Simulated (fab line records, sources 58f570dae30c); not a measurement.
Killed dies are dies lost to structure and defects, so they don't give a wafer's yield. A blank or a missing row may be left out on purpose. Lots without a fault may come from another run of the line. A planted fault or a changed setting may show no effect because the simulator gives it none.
A sampling plan put to the test | flow berkeley_cmos170 | one fab line, 6 faults that these records tell of, each judged on the records of the lots that it struck
The plan is the line's own looks: the steps of the route at which a gauge or an inspection reads the wafer and doesn't change it. A look can be judged if struck wafers have a number there and the file gives its usual mean and standard deviation on fault-free wafers. Caught: at a look after the fault's first step, the mean of the struck wafers lies 4 or more of those standard deviations (sigma) from the usual mean. On the tool: the same test on the tool's own readings at the fault's steps. Another recipe on the struck wafers, or a record that is blank for them alone, also counts as caught.

THE FAULTS, as the simulator had put them in
1. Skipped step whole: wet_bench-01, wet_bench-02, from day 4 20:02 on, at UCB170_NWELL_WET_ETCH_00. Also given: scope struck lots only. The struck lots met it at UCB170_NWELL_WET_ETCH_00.
2. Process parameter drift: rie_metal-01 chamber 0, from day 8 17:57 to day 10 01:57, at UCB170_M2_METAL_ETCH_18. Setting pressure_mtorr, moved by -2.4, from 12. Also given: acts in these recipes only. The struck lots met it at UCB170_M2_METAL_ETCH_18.
3. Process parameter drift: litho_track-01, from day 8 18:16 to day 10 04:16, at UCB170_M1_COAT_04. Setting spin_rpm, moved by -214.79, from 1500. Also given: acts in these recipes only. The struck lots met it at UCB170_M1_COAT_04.
4. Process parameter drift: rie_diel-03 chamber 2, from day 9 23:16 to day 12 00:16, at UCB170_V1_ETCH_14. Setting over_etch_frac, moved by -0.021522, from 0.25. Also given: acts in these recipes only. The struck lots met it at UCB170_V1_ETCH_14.
5. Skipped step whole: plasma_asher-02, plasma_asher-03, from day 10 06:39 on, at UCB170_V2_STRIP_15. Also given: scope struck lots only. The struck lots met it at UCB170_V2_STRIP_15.
6. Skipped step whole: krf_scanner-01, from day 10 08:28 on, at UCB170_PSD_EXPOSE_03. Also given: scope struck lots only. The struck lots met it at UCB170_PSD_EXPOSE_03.

WHAT THE PLAN SAW
fault | on the tool itself                               | first look that catches it                   | reading, sigma | median hours from its first step to that look | hours from the fault's start to the first struck lot there | judged looks passed uncaught
1     | the tool's record is blank for the struck wafers | no look after it can be judged               | -              | -                                             | -                                                          | 0
2     | chamber_pressure_mTorr -99 or beyond sigma       | no look after it can be judged               | -              | -                                             | -                                                          | 0
3     | spin_speed_rpm -99 or beyond sigma               | not the one look that can be judged after it | -              | -                                             | -                                                          | 1
4     | under 2 sigma                                    | no look after it can be judged               | -              | -                                             | -                                                          | 0
5     | the tool's record is blank for the struck wafers | no look after it can be judged               | -              | -                                             | -                                                          | 0
6     | no reading that can be judged                    | no look after it can be judged               | -              | -                                             | -                                                          | 0
A dash: the fault isn't caught, or these records don't give the number.

Caught at a look: 0 of 6. Caught on the tool: 4 of 6. By one or the other: 4 of 6.
Caught on the tool alone: faults 1, 2, 3, 5.
Caught by neither: faults 4, 6.
